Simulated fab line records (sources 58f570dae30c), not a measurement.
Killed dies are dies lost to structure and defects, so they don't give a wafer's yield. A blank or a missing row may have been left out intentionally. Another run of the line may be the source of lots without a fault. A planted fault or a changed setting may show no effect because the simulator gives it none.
Which tool is to blame? || flow berkeley cmos170 || 39 wafers from 13 lots sampled at 3 of the route's 331 steps

== WHAT EACH GAUGE READ, for each wafer ==
UCB170_NSD_TW_MEAS_10. Usual: NSD_TW typically reads 4161, with standard deviation 20.
{"lot": "L182", "measured": "day 7 15:07", "on": "film metro-01", "NSD_TW": "4148 4148 4165", "flag": ""}
{"lot": "L184", "measured": "day 7 18:57", "on": "film metro-01", "NSD_TW": "4188 4157 4171", "flag": ""}
{"lot": "L185", "measured": "day 7 23:47", "on": "film metro-04", "NSD_TW": "4156 4163 4148", "flag": ""}
{"lot": "L187", "measured": "day 8 03:10", "on": "film metro-04", "NSD_TW": "4173 4192 4201", "flag": ""}
{"lot": "L188", "measured": "day 8 05:53", "on": "film metro-03", "NSD_TW": "4159 4158 4186", "flag": ""}
{"lot": "L190", "measured": "day 8 17:44", "on": "film metro-03", "NSD_TW": "4145 4140 4152", "flag": ""}
{"lot": "L192", "measured": "day 8 18:08", "on": "film metro-03", "NSD_TW": "4135 4149 4147", "flag": ""}
{"lot": "L191", "measured": "day 8 18:11", "on": "film metro-01", "NSD_TW": "4121 4120 4141", "flag": ""}
{"lot": "L195", "measured": "day 9 23:59", "on": "film metro-03", "NSD_TW": "4131 4188 4167", "flag": ""}
{"lot": "L194", "measured": "day 10 00:07", "on": "film metro-04", "NSD_TW": "4163 4180 4173", "flag": ""}
{"lot": "L200", "measured": "day 10 19:05", "on": "film metro-01", "NSD_TW": "4169 4182 4145", "flag": ""}
{"lot": "L201", "measured": "day 11 14:18", "on": "film metro-03", "NSD_TW": "30 30 30", "flag": "OFF"}
{"lot": "L205", "measured": "day 12 04:04", "on": "film metro-04", "NSD_TW": "4149 4135 4147", "flag": ""}

== WHICH TOOL RAN EACH LOT (tool, then ch and the chambers of the sampled wafers, then the start) ==
{"lot": "L182", "UCB170_PSD_STRIP_09": "plasma asher-01 ch 0,1, day 7 10:47", "UCB170_NSD_STRIP_09": "plasma asher-03 ch 0,1, day 7 15:01"}
{"lot": "L184", "UCB170_PSD_STRIP_09": "plasma asher-02 ch 0,1, day 7 17:21", "UCB170_NSD_STRIP_09": "plasma asher-02 ch 0,1, day 7 18:51"}
{"lot": "L185", "UCB170_PSD_STRIP_09": "plasma asher-01 ch 0,1, day 7 20:04", "UCB170_NSD_STRIP_09": "plasma asher-04 ch 0,1, day 7 23:41"}
{"lot": "L187", "UCB170_PSD_STRIP_09": "plasma asher-03 ch 0,1, day 8 01:04", "UCB170_NSD_STRIP_09": "plasma asher-02 ch 0,1, day 8 03:04"}
{"lot": "L188", "UCB170_PSD_STRIP_09": "plasma asher-03 ch 0, day 8 03:41", "UCB170_NSD_STRIP_09": "plasma asher-03 ch 0,1, day 8 05:47"}
{"lot": "L190", "UCB170_PSD_STRIP_09": "plasma asher-01 ch 0,1, day 8 14:00", "UCB170_NSD_STRIP_09": "plasma asher-02 ch 0,1, day 8 17:38"}
{"lot": "L192", "UCB170_PSD_STRIP_09": "plasma asher-02 ch 0,1, day 8 14:07", "UCB170_NSD_STRIP_09": "plasma asher-04 ch 0,1, day 8 18:02"}
{"lot": "L191", "UCB170_PSD_STRIP_09": "plasma asher-03 ch 0,1, day 8 14:14", "UCB170_NSD_STRIP_09": "plasma asher-03 ch 0,1, day 8 18:05"}
{"lot": "L195", "UCB170_PSD_STRIP_09": "plasma asher-03 ch 0,1, day 9 21:50", "UCB170_NSD_STRIP_09": "plasma asher-04 ch 0, day 9 23:53"}
{"lot": "L194", "UCB170_PSD_STRIP_09": "plasma asher-01 ch 0,1, day 9 22:05", "UCB170_NSD_STRIP_09": "plasma asher-02 ch 0,1, day 10 00:00"}
{"lot": "L200", "UCB170_PSD_STRIP_09": "plasma asher-03 ch 0,1, day 10 17:09", "UCB170_NSD_STRIP_09": "plasma asher-03 ch 0,1, day 10 18:59"}
{"lot": "L201", "UCB170_PSD_STRIP_09": "plasma asher-01 ch 0,1, day 11 09:37", "UCB170_NSD_STRIP_09": "plasma asher-04 ch 0,1, day 11 14:11"}
{"lot": "L205", "UCB170_PSD_STRIP_09": "plasma asher-03 ch 0,1, day 12 01:05", "UCB170_NSD_STRIP_09": "plasma asher-03 ch 0,1, day 12 03:58"}
- UCB170_PSD_STRIP_09: strips in O2.
- UCB170_NSD_STRIP_09: strips in O2.

== WHAT THE TOOLS THEMSELVES READ (means of the sampled wafers that have a number; where no wafer has one, the mark that the record gives instead) ==
UCB170_PSD_STRIP_09. Usual: drypump motor current A 5.6 A, standard deviation 0.48; oes product au 0.601 a.u., standard deviation 0.0047; strip time to endpoint s 29.27 s, standard deviation 0.073.
{"lot": "L182", "tool": "plasma asher-01", "drypump motor current A (A)": 5.0, "oes product au (a.u.)": 0.600, "strip time to endpoint s (s)": 29.27, "flag": ""}
{"lot": "L184", "tool": "plasma asher-02", "drypump motor current A (A)": 5.6, "oes product au (a.u.)": 0.607, "strip time to endpoint s (s)": 29.36, "flag": ""}
{"lot": "L185", "tool": "plasma asher-01", "drypump motor current A (A)": 5.1, "oes product au (a.u.)": 0.603, "strip time to endpoint s (s)": 29.35, "flag": ""}
{"lot": "L187", "tool": "plasma asher-03", "drypump motor current A (A)": 5.8, "oes product au (a.u.)": 0.600, "strip time to endpoint s (s)": 29.28, "flag": ""}
{"lot": "L188", "tool": "plasma asher-03", "drypump motor current A (A)": 6.0, "oes product au (a.u.)": 0.601, "strip time to endpoint s (s)": 29.18, "flag": ""}
{"lot": "L190", "tool": "plasma asher-01", "drypump motor current A (A)": 5.0, "oes product au (a.u.)": 0.604, "strip time to endpoint s (s)": 29.16, "flag": ""}
{"lot": "L192", "tool": "plasma asher-02", "drypump motor current A (A)": 5.5, "oes product au (a.u.)": 0.605, "strip time to endpoint s (s)": 29.28, "flag": ""}
{"lot": "L191", "tool": "plasma asher-03", "drypump motor current A (A)": 5.8, "oes product au (a.u.)": 0.598, "strip time to endpoint s (s)": 29.30, "flag": ""}
{"lot": "L195", "tool": "plasma asher-03", "drypump motor current A (A)": 5.8, "oes product au (a.u.)": 0.599, "strip time to endpoint s (s)": 29.27, "flag": ""}
{"lot": "L194", "tool": "plasma asher-01", "drypump motor current A (A)": 5.1, "oes product au (a.u.)": 0.602, "strip time to endpoint s (s)": 29.32, "flag": ""}
{"lot": "L200", "tool": "plasma asher-03", "drypump motor current A (A)": 5.9, "oes product au (a.u.)": 0.603, "strip time to endpoint s (s)": 29.20, "flag": ""}
{"lot": "L201", "tool": "plasma asher-01", "drypump motor current A (A)": 5.1, "oes product au (a.u.)": 0.434, "strip time to endpoint s (s)": "-", "flag": "OFF"}
{"lot": "L205", "tool": "plasma asher-03", "drypump motor current A (A)": 5.8, "oes product au (a.u.)": 0.602, "strip time to endpoint s (s)": 29.30, "flag": ""}

UCB170_NSD_STRIP_09. Usual: drypump motor current A 6.0 A, standard deviation 0.42; oes product au 0.535 a.u., standard deviation 0.0047; strip time to endpoint s 35.84 s, standard deviation 0.063.
{"lot": "L182", "tool": "plasma asher-03", "drypump motor current A (A)": 5.8, "oes product au (a.u.)": 0.533, "strip time to endpoint s (s)": 35.79, "flag": ""}
{"lot": "L184", "tool": "plasma asher-02", "drypump motor current A (A)": 5.5, "oes product au (a.u.)": 0.537, "strip time to endpoint s (s)": 35.87, "flag": ""}
{"lot": "L185", "tool": "plasma asher-04", "drypump motor current A (A)": 6.3, "oes product au (a.u.)": 0.535, "strip time to endpoint s (s)": 35.82, "flag": ""}
{"lot": "L187", "tool": "plasma asher-02", "drypump motor current A (A)": 5.9, "oes product au (a.u.)": 0.537, "strip time to endpoint s (s)": 35.93, "flag": ""}
{"lot": "L188", "tool": "plasma asher-03", "drypump motor current A (A)": 6.0, "oes product au (a.u.)": 0.537, "strip time to endpoint s (s)": 35.87, "flag": ""}
{"lot": "L190", "tool": "plasma asher-02", "drypump motor current A (A)": 5.6, "oes product au (a.u.)": 0.540, "strip time to endpoint s (s)": 35.72, "flag": ""}
{"lot": "L192", "tool": "plasma asher-04", "drypump motor current A (A)": 6.3, "oes product au (a.u.)": 0.535, "strip time to endpoint s (s)": 35.86, "flag": ""}
{"lot": "L191", "tool": "plasma asher-03", "drypump motor current A (A)": 5.9, "oes product au (a.u.)": 0.538, "strip time to endpoint s (s)": 35.85, "flag": ""}
{"lot": "L195", "tool": "plasma asher-04", "drypump motor current A (A)": 6.6, "oes product au (a.u.)": 0.532, "strip time to endpoint s (s)": 35.90, "flag": ""}
{"lot": "L194", "tool": "plasma asher-02", "drypump motor current A (A)": 5.9, "oes product au (a.u.)": 0.540, "strip time to endpoint s (s)": 35.90, "flag": ""}
{"lot": "L200", "tool": "plasma asher-03", "drypump motor current A (A)": 5.8, "oes product au (a.u.)": 0.533, "strip time to endpoint s (s)": 35.80, "flag": ""}
{"lot": "L201", "tool": "plasma asher-04", "drypump motor current A (A)": 6.1, "oes product au (a.u.)": 0.611, "strip time to endpoint s (s)": 56.22, "flag": "OFF"}
{"lot": "L205", "tool": "plasma asher-03", "drypump motor current A (A)": 5.8, "oes product au (a.u.)": 0.535, "strip time to endpoint s (s)": 35.90, "flag": ""}

== THE ANSWER, worked out from the rows above alone ==
Rule: lot off if the mean of its wafers having a number is beyond 3 standard deviations from the usual mean. A lot without any number at a reading at which 4 lots or more have one is off too. Any other lot the step has rows for is counted as sound. Order of review: gauges by route order, followed by the tools' own readings, for which a lot's mean as printed above is used. The first step at which some lot is off is used, and at that step the reading that is off furthest; a lot without a number counts as furthest.
Off: L201, seen at UCB170_NSD_TW_MEAS_10 (NSD_TW).
If a tool, at a process step before that reading, ran all the lots that are off and no sound lot after the first of them, it fits. The gauges at UCB170_NSD_TW_MEAS_10 aren't tried: what is off there is off at UCB170_PSD_STRIP_09 too, on other tools, and a gauge's error can't cause that. 2 tools fit, plasma asher-01 at UCB170_PSD_STRIP_09 and plasma asher-04 at UCB170_NSD_STRIP_09, so this cannot tell which one it is.

== WHAT HAD BEEN PUT IN BY THE SIMULATOR ==
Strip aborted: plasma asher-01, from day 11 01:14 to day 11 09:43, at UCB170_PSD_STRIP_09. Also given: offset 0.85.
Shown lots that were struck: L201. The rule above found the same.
